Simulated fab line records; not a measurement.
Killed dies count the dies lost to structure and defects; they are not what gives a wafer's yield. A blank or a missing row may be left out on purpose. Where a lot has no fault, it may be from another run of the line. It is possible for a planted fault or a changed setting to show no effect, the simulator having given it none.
Split-lot study -- flow berkeleyCmos170 -- on a route of 331 steps: 5 lots, 27 wafers read

## ABOUT THE SPLIT
At UCB170_V1_ETCH_14 (etches SiO2 in CHF3/CF4/Ar, stops on Al, target depth 1250 nm, time 291 s), the setting targetDepthA was moved away from the recipe's 12500 angstrom on 12 of the 27 wafers read, by -53.1% to +30.6%. All remaining wafers had this setting at the recipe value.

## THE PATH FROM SPLIT TO READING: the file shows 1 step between them
- UCB170_V1_STRIP_15: strips in O2

## THE READING
At UCB170_V1_CD_MEAS_90: cdNm in nanometres, against a target cd of 700 nm. A value of 700.8 nm with a standard deviation of 1.4 nm is what fault-free wafers of this fab line usually give.

wafer,"tool, chamber at the split","targetDepthA as run, angstrom",against the recipe,"cdNm, nm",against lot-mates on the recipe
L075.1,"rieDiel-01, 2",5866,-53.1%,696.7,-5.0
L075.2,"rieDiel-01, 0",5866,-53.1%,693.7,-8.0
L075.3,"rieDiel-01, 3",12500,recipe,700.8,-
L075.4,"rieDiel-01, 1",12500,recipe,702.3,-
L075.5,"rieDiel-01, 3",12500,recipe,701.9,-
L075.6,"rieDiel-01, 0",5866,-53.1%,693.6,-8.1
L077.1,"rieDiel-02, 0",12500,recipe,699.2,-
L077.2,"rieDiel-02, 2",12500,recipe,699.1,-
L077.3,"rieDiel-02, 3",12500,recipe,701.1,-
L077.4,"rieDiel-02, 1",16320,+30.6%,701.4,+1.6
L077.5,"rieDiel-02, 1",16320,+30.6%,703.5,+3.7
L077.6,"rieDiel-02, 2",16320,+30.6%,701.6,+1.8
L078.1,"rieDiel-02, 3",12500,recipe,701.0,-
L078.2,"rieDiel-02, 1",12500,recipe,699.8,-
L078.3,"rieDiel-02, 0",10340,-17.3%,699.3,-0.8
L078.4,"rieDiel-02, 2",10340,-17.3%,699.4,-0.7
L078.5,"rieDiel-02, 0",12500,recipe,699.6,-
L078.6,"rieDiel-02, 3",10340,-17.3%,699.6,-0.5
L081.2,"rieDiel-02, 2",12500,recipe,701.0,-
L081.5,"rieDiel-02, 2",12500,recipe,701.0,-
L081.6,"rieDiel-02, 0",12500,recipe,702.0,-
L080.1,"rieDiel-01, 2",10240,-18.1%,700.8,+0.3
L080.2,"rieDiel-01, 3",10240,-18.1%,699.7,-0.8
L080.3,"rieDiel-01, 0",12500,recipe,699.6,-
L080.4,"rieDiel-01, 1",12500,recipe,701.1,-
L080.5,"rieDiel-01, 3",12500,recipe,700.7,-
L080.6,"rieDiel-01, 2",10240,-18.1%,700.4,-0.1

THE FIT
A straight line over all 27 wafers: cdNm changes by +0.0883 nm for each +1% of targetDepthA; r = +0.84; the points scatter about the line by 1.2 nm.
The same after taking each lot's own level away (the mean of its wafers on the recipe; 27 wafers): +0.106 nm for each +1%; r = +0.89; scatter 1.2 nm.
That fit puts the effect of the largest move of targetDepthA on the reading at 5.6 nm.
From 699.80 to 701.67 nm: that is the span of the lots' own levels, equal to 1.3 times the standard deviation above.
Thus the slope moves with the lot-to-lot level: the two fits are different.
Check: for one of the wafers moved furthest among these (-53.1%), held out of the fit, the line's prediction against its lot-mates is -5.71 nm. It came out at -4.97 nm against them.
Tool readings at the split's step, against how far the setting was moved: oesProductAu r = -0.90.

## THE OTHER SPLITS THESE WAFERS WENT THROUGH
Before the reading, these wafers also passed through other splits. Each is held against what the fit with the lots' levels taken away leaves over:
other split on the same wafers,wafers away from the commonest value,r with cdNm (lot level and that fit taken away)
UCB170_PWELL_ETCH_14 timeS,12,+0.19
UCB170_WELLDRIVE_OXIDATION_01 oxTimeS,6,-0.37
UCB170_GATE_ETCH_15 timeS,9,+0.08
UCB170_SILICIDE_SPUTTER_01 timeS,12,-0.07

## THE WHOLE CHAIN: every reading that the file lists as answering this split, in the file's order
step,what it does,reading,change (the file's fit),r (the file's)
UCB170_V1_ETCH_14,"etches SiO2 in CHF3/CF4/Ar, stops on Al, target depth 1250 nm, time 291 s",oesProductAu,-0.00307 a.u. for each +1% of the setting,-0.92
UCB170_V1_ETCH_14,"etches SiO2 in CHF3/CF4/Ar, stops on Al, target depth 1250 nm, time 291 s","KrF_of_V1_COAT_07.thkNm (the simulator's own value, which no gauge read)",-2.75 nm for each +1% of the setting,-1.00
UCB170_V1_STRIP_15,strips in O2,stripTimeToEndpointS,withheld for each +1% of the setting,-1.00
UCB170_V1_CD_MEAS_90,target cd 700 nm,cdNm,+0.105 nm for each +1% of the setting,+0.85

## THE FILE'S OWN FIT
cdNm changes by +0.105 nm for each +1% of targetDepthA, r = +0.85.
